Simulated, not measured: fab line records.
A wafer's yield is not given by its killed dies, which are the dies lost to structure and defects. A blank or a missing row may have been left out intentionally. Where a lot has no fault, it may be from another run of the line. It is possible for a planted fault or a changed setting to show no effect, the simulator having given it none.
What tool caused it? | flow berkeleyCmos170 | 42 wafers from 14 lots sampled at 3 of the route's 331 steps

## WHAT THE GAUGES SHOWED, per wafer
UCB170_SACOX_THK_MEAS_02. Usual: SACOX_OXIDE_THK 14.43 nm, standard deviation 0.25.
lot  | measured    | on           | SACOX_OXIDE_THK (nm) | flag
L341 | day 5 12:13 | filmMetro-03 | 13.89 13.80 14.09    | 
L342 | day 5 22:32 | filmMetro-02 | 14.54 14.42 14.71    | 
L343 | day 5 22:35 | filmMetro-02 | 14.18 13.98 14.13    | 
L344 | day 5 22:32 | filmMetro-03 | 14.74 14.60 14.44    | 
L346 | day 6 08:20 | filmMetro-03 | 14.71 14.68 14.67    | 
L347 | day 6 08:20 | filmMetro-02 | 14.72 14.70 14.64    | 
L348 | day 6 22:10 | filmMetro-02 | 14.69 14.55 14.70    | 
L351 | day 7 01:29 | filmMetro-03 | 22.83 22.90 23.02    | OFF
L354 | day 7 20:54 | filmMetro-01 | 23.01 23.14 22.85    | OFF
L359 | day 9 00:27 | filmMetro-02 | 14.27 14.31 14.05    | 
L360 | day 9 08:35 | filmMetro-01 | 14.45 14.32 14.36    | 
L361 | day 9 08:35 | filmMetro-03 | 14.57 14.59 14.55    | 
L362 | day 9 15:46 | filmMetro-03 | 14.16 14.33 14.13    | 
L363 | day 9 15:46 | filmMetro-01 | 14.41 14.35 14.52    | 

UCB170_V1_CD_MEAS_90 targets a cd of 700 nm. Usual: cdNm 699.7 nm, standard deviation 1.6.
lot  | measured     | on       | cdNm (nm)         | flag
L341 | day 7 20:08  | cdSem-01 | 703.3 702.0 700.6 | 
L342 | day 8 05:19  | cdSem-02 | 697.4 698.2 698.7 | 
L343 | day 8 05:28  | cdSem-02 | 701.4 700.7 702.0 | 
L344 | day 8 05:36  | cdSem-01 | 698.8 697.5 698.4 | 
L346 | day 8 11:28  | cdSem-01 | 697.2 698.8 698.0 | 
L347 | day 8 17:28  | cdSem-02 | 703.0 700.3 703.0 | 
L348 | day 9 05:05  | cdSem-02 | 698.5 697.8 697.5 | 
L351 | day 9 05:32  | cdSem-02 | 700.4 701.7 698.4 | 
L354 | day 10 02:45 | cdSem-01 | 699.0 700.2 698.1 | 
L359 | day 11 05:53 | cdSem-02 | 701.3 699.2 698.4 | 
L360 | day 11 16:50 | cdSem-01 | 698.4 697.9 698.2 | 
L361 | day 11 15:10 | cdSem-02 | 700.9 699.3 698.4 | 
L362 | day 12 00:08 | cdSem-01 | 700.9 700.7 700.0 | 
L363 | day 11 23:53 | cdSem-02 | 701.0 701.1 700.5 | 

## EACH LOT AND THE TOOL THAT RAN IT (in order: tool; ch and the chambers of the sampled wafers; start)
lot  | UCB170_SACOX_OXIDATION_01
L341 | furnace-01 ch 0, day 5 10:33
L342 | furnace-03 ch 0, day 5 20:52
L343 | furnace-03 ch 0, day 5 20:52
L344 | furnace-03 ch 0, day 5 20:52
L346 | furnace-03 ch 0, day 6 06:40
L347 | furnace-03 ch 0, day 6 06:40
L348 | furnace-04 ch 0, day 6 20:29
L351 | furnace-04 ch 0, day 6 20:29 and furnace-01 ch 0, day 6 23:48
L354 | furnace-01 ch 0, day 7 17:01 and furnace-03 ch 0, day 7 19:14
L359 | furnace-03 ch 0, day 8 22:47
L360 | furnace-04 ch 0, day 9 06:55
L361 | furnace-04 ch 0, day 9 06:55
L362 | furnace-04 ch 0, day 9 14:05
L363 | furnace-04 ch 0, day 9 14:05
- UCB170_SACOX_OXIDATION_01: target thk 14.4 nm, ox time 2400 s.

## WHAT THE TOOLS THEMSELVES READ (means of the sampled wafers that have a number; where no wafer has one, the mark that the record gives instead)
UCB170_SACOX_OXIDATION_01. Usual: spikeTcSourceC 924.1 C, standard deviation 1.1.
lot  | tool                  | spikeTcSourceC (C) | flag
L341 | furnace-01            | 924.6              | 
L342 | furnace-03            | 923.1              | 
L343 | furnace-03            | 923.2              | 
L344 | furnace-03            | 923.4              | 
L346 | furnace-03            | 922.6              | 
L347 | furnace-03            | 923.7              | 
L348 | furnace-04            | 923.6              | 
L351 | furnace-04/furnace-01 | 924.3              | 
L354 | furnace-01/furnace-03 | 924.0              | 
L359 | furnace-03            | 923.0              | 
L360 | furnace-04            | 924.4              | 
L361 | furnace-04            | 924.8              | 
L362 | furnace-04            | 924.7              | 
L363 | furnace-04            | 924.2              | 

## THE ANSWER, worked out from the rows above alone
Rule: take the mean of a lot's wafers that have a number; if it is more than 3 standard deviations from the usual mean, the lot is off. Also off: a lot with no number at a reading for which 4 or more lots have one. The other lots that the step has rows for count as sound. Order of review: gauges by route order, followed by the tools' own readings, for which a lot's mean as printed above is used. At the first step where some lot is off, the reading lying furthest off is the one used; lots without a number count as furthest.
Off: L351, L354, at UCB170_SACOX_THK_MEAS_02 (SACOX_OXIDE_THK).
A tool fits if, at a process step before that reading, it ran every lot that is off, and no sound lot after the first of them. Those tools and the gauges at UCB170_SACOX_THK_MEAS_02 are tried in the same way. One fits: UCB170_SACOX_OXIDATION_01 on furnace-01. A fault onset in the window from L341 (day 5 10:33, its last sound lot) to L351 (day 6 23:48, its first lot off) fits.

## WHAT THE SIMULATOR HAD PUT IN
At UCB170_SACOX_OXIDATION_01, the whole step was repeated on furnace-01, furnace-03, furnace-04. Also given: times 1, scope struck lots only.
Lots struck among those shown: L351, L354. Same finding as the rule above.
